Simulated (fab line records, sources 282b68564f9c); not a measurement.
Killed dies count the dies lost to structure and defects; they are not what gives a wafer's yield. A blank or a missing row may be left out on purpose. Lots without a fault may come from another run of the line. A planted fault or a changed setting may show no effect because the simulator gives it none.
Which tool is to blame? | flow ritCmos | Sampling: 14 lots, 42 wafers, 2 of 202 route steps

WHAT THE GAUGES READ, wafer by wafer
RIT_M1_CD_MEAS_90 targets a cd of 2600 nm. Usual: cdNm 2601.8 nm, standard deviation 2.6.
lot  | measured    | on       | cdNm (nm)            | flag
L270 | day 3 12:43 | cdSem-01 | 2606.0 2602.7 2603.1 | 
L271 | day 3 16:52 | cdSem-01 | 2598.9 2603.5 2602.2 | 
L272 | day 3 22:23 | cdSem-02 | 2598.9 2599.2 2600.1 | 
L274 | day 4 15:13 | cdSem-02 | 2604.4 2603.0 2604.2 | 
L275 | day 4 20:43 | cdSem-01 | 2602.7 2601.1 2599.0 | 
L276 | day 4 20:54 | cdSem-02 | 2596.7 2600.7 2599.4 | 
L277 | day 5 01:04 | cdSem-02 | 2603.3 2602.7 2607.2 | 
L278 | day 5 08:53 | cdSem-01 | 2604.1 2604.4 2604.6 | 
L280 | day 5 18:29 | cdSem-02 | 2603.2 2601.8 2603.1 | 
L286 | day 6 20:09 | cdSem-02 | 2618.5 2615.1 2614.5 | OFF
L288 | day 7 07:10 | cdSem-02 | 2618.6 2613.3 2617.5 | OFF
L289 | day 7 10:44 | cdSem-01 | 2601.3 2601.3 2600.9 | 
L290 | day 7 16:47 | cdSem-02 | 2603.9 2603.4 2601.5 | 
L292 | day 8 02:39 | cdSem-02 | 2600.5 2602.0 2601.3 | 

EACH LOT AND THE TOOL THAT RAN IT (in order: tool; ch and the chambers of the sampled wafers; start)
lot  | RIT_M1_METAL_ETCH_12
L270 | rieMetal-01 ch 0,1, day 3 12:12
L271 | rieMetal-03 ch 0,1, day 3 16:22
L272 | rieMetal-02 ch 0,1, day 3 21:52
L274 | rieMetal-03 ch 0,1, day 4 14:41
L275 | rieMetal-02 ch 0,1, day 4 20:09
L276 | rieMetal-01 ch 0,1, day 4 20:22
L277 | rieMetal-03 ch 0,1, day 5 00:32
L278 | rieMetal-02 ch 1, day 5 08:22
L280 | rieMetal-03 ch 0, day 5 17:59
L286 | rieMetal-03 ch 0,1, day 6 19:38
L288 | rieMetal-03 ch 0,1, day 7 06:38
L289 | rieMetal-02 ch 0,1, day 7 10:14
L290 | rieMetal-01 ch 1, day 7 16:15
L292 | rieMetal-02 ch 0,1, day 8 02:07
- RIT_M1_METAL_ETCH_12: etches Al in Cl2/BCl3, stops on SiO2, time 165 s, target depth 600 nm.

WHAT THE TOOLS THEMSELVES READ (means of the sampled wafers that have a number; where no wafer has one, the mark that the record gives instead)
RIT_M1_METAL_ETCH_12. Usual: drypumpMotorCurrentA 5.8 A, standard deviation 0.35; oesProductAu 0.780 a.u., standard deviation 0.013; rfFwdPowerW 249.0 W, standard deviation 0.78; runLengthS 193.5 s, standard deviation 0.47; throttleValvePct 8.28 %, standard deviation 0.095.
lot  | tool        | drypumpMotorCurrentA (A) | oesProductAu (a.u.) | rfFwdPowerW (W) | runLengthS (s) | throttleValvePct (%) | flag
L270 | rieMetal-01 | 5.9                      | 0.774               | 249.7           | 193.7          | 8.27                 | 
L271 | rieMetal-03 | 5.8                      | 0.776               | 249.1           | 193.3          | 8.31                 | 
L272 | rieMetal-02 | 5.7                      | 0.772               | 249.6           | 193.6          | 8.29                 | 
L274 | rieMetal-03 | 5.8                      | 0.780               | 249.0           | 193.1          | 8.32                 | 
L275 | rieMetal-02 | 5.7                      | 0.777               | 249.4           | 193.5          | 8.29                 | 
L276 | rieMetal-01 | 5.9                      | 0.776               | 249.6           | 193.6          | 8.35                 | 
L277 | rieMetal-03 | 5.7                      | 0.789               | 248.4           | 193.4          | 8.30                 | 
L278 | rieMetal-02 | 6.4                      | 0.791               | 248.4           | 193.9          | 8.13                 | 
L280 | rieMetal-03 | 5.6                      | 0.794               | 249.6           | 193.4          | 8.31                 | 
L286 | rieMetal-03 | 5.8                      | 0.997               | -               | 94.3           | 8.28                 | OFF
L288 | rieMetal-03 | 5.8                      | 0.992               | -               | 94.0           | 8.27                 | OFF
L289 | rieMetal-02 | 6.0                      | 0.779               | 248.5           | 193.7          | 8.21                 | 
L290 | rieMetal-01 | 6.0                      | 0.758               | 249.8           | 194.3          | 8.20                 | 
L292 | rieMetal-02 | 6.0                      | 0.783               | 249.5           | 193.6          | 8.21                 | 

THE ANSWER, worked out from the rows above alone
Rule: a lot counts as off when the mean over its wafers that have a number is more than 3 standard deviations away from the usual mean. Also off: a lot with no number at a reading for which 4 or more lots have one. All remaining lots with rows at the step are treated as sound. The gauges are gone through in route order, then the tools' own readings, and for those a lot's mean is taken as printed above. At the first step where some lot is off, the reading lying furthest off is the one used; lots without a number count as furthest.
Off, at RIT_M1_CD_MEAS_90 on cdNm: L286, L288.
A tool fits if, at a process step before that reading, it ran every lot that is off, and no sound lot after the first of them. The gauges at RIT_M1_CD_MEAS_90 aren't tried: what is off there is off at RIT_M1_METAL_ETCH_12 too, on other tools, and a gauge's error can't cause that. One candidate fits, namely rieMetal-03 at RIT_M1_METAL_ETCH_12. Its last sound lot is L280 (day 5 17:59), its first lot that is off L286 (day 6 19:38): a fault that began between those two fits.
The tool's own readings at RIT_M1_METAL_ETCH_12 bear it out: on the lots that are off they differ by more than 5 times the standard deviation of the sound lots' means. oesProductAu reads 0.994 a.u. there against 0.779 a.u. on the sound lots; runLengthS reads 94.2 s there against 193.6 s on the sound lots.
Blank at RIT_M1_METAL_ETCH_12 on the lots that are off, where sound lots have numbers: rfFwdPowerW.

WHAT THE SIMULATOR PUT IN
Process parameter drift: rieMetal-03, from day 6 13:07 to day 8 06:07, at RIT_M1_METAL_ETCH_12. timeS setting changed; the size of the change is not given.
Lots struck among those shown: L286, L288. The rule above reached the same finding.
